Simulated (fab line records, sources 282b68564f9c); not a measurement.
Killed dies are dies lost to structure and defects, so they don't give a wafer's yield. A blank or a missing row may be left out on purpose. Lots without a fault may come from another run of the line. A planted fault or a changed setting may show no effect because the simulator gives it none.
Problem report in the 8D (eight disciplines) form, filled by code | flow rit_cmos | the parts of the form that need people (team, actions taken, sign-off) are left out

1. THE PROBLEM
killed_on_rim at RIT_M1_PROBE_99 reads a mean of 10.0 on 4 wafers of 2 lots; wafers without a fault read 1.8 with a standard deviation of 1.4. That is +5.9 standard deviations from the usual mean.
First seen on wafer L235.3, day 6 19:33, on prober-01. The record holds 42 wafers of 14 lots with a number at this step. Rule for "out", or "out of limits": more than 4 standard deviations from the usual mean. The other wafers with a number count as sound.

2. WHAT IT IS AND WHAT IT IS NOT
question                    | is                             | is not
which readings at this step | killed_on_rim                  | killed_at_contacts, killed_open, killed_short
which lots                  | L235, L237                     | L219, L221, L222, L223, L224, L226, L229, L230, L231, L234, L236, L241
which wafers of those lots  | L235.3, L235.5, L237.4, L237.5 | L235.1, L237.3
read on which tools         | prober-01, prober-02           | -
when                        | from day 6 19:33               | up to then (31 sound wafers); but 7 sound wafers of L236, L237, L241 came after

3. SUSPECTS, AND WHAT RULES EACH OUT
Counting: a tool at a process step up to the reading stays a suspect if it ran every lot that is out. Sound lots after the first of them don't rule it out here, since some wafers of a struck lot are sound.
- plasma_asher-03 at RIT_ACTIVE_STRIP_14 (strips in O2, time 180 s): kept. It ran every lot that is out, first L235 (day 4 23:52); its last sound lot up to then is L231 (day 4 04:26).
- plasma_asher-02 at RIT_NLDD_STRIP_09 (strips in O2, time 180 s): kept. It ran every lot that is out, first L235 (day 6 03:11); its last sound lot up to then is L222 (day 3 09:23).
- Within plasma_asher-03 at RIT_ACTIVE_STRIP_14: the wafers that are out ran in chamber 0; their sound lot-mates ran in chamber 1.
Left after counting: plasma_asher-03 at RIT_ACTIVE_STRIP_14, plasma_asher-02 at RIT_NLDD_STRIP_09.

4. THE CAUSE (what the simulator had put in)
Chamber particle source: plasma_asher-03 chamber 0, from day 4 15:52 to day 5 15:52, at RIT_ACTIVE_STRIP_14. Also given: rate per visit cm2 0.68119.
Counting left 2 suspects, and this tool is among them.

5. THE CHAIN OF EFFECTS, in route order
Each row: a reading whose mean over the struck wafers that have a number lies more than 3 standard deviations from the usual. Only readings for which the record gives a usual standard deviation are gone through. hours: the time from each lot's start at the first step in this table that gives one to its start at this step, as a median over the lots. sigmas: the change in usual standard deviations.
hours | step            | reading             | usual | on struck wafers | change | sigmas
0     | RIT_M1_PROBE_99 | killed_at_front_end | 7.0   | 20.2             | +13.2  | +4.6
0     | RIT_M1_PROBE_99 | killed_dies         | 7.0   | 20.2             | +13.2  | +4.6
0     | RIT_M1_PROBE_99 | killed_on_rim       | 1.8   | 10.0             | +8.2   | +5.9
The process steps in it:
- RIT_M1_PROBE_99

6. WHAT WOULD HAVE CAUGHT IT SOONER
In this record the first reading out of limits was taken at day 6 19:33, 52 hours after the fault began at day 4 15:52.
Of the tool readings at RIT_ACTIVE_STRIP_14 for which the record gives a usual standard deviation, none was out on any struck wafer, so an alarm limit of 4 standard deviations on them would not have fired.
All the lots that are out (2) had begun RIT_ACTIVE_STRIP_14 on plasma_asher-03 by day 6 19:33. A hold on the tool at that time would have spared none of them.
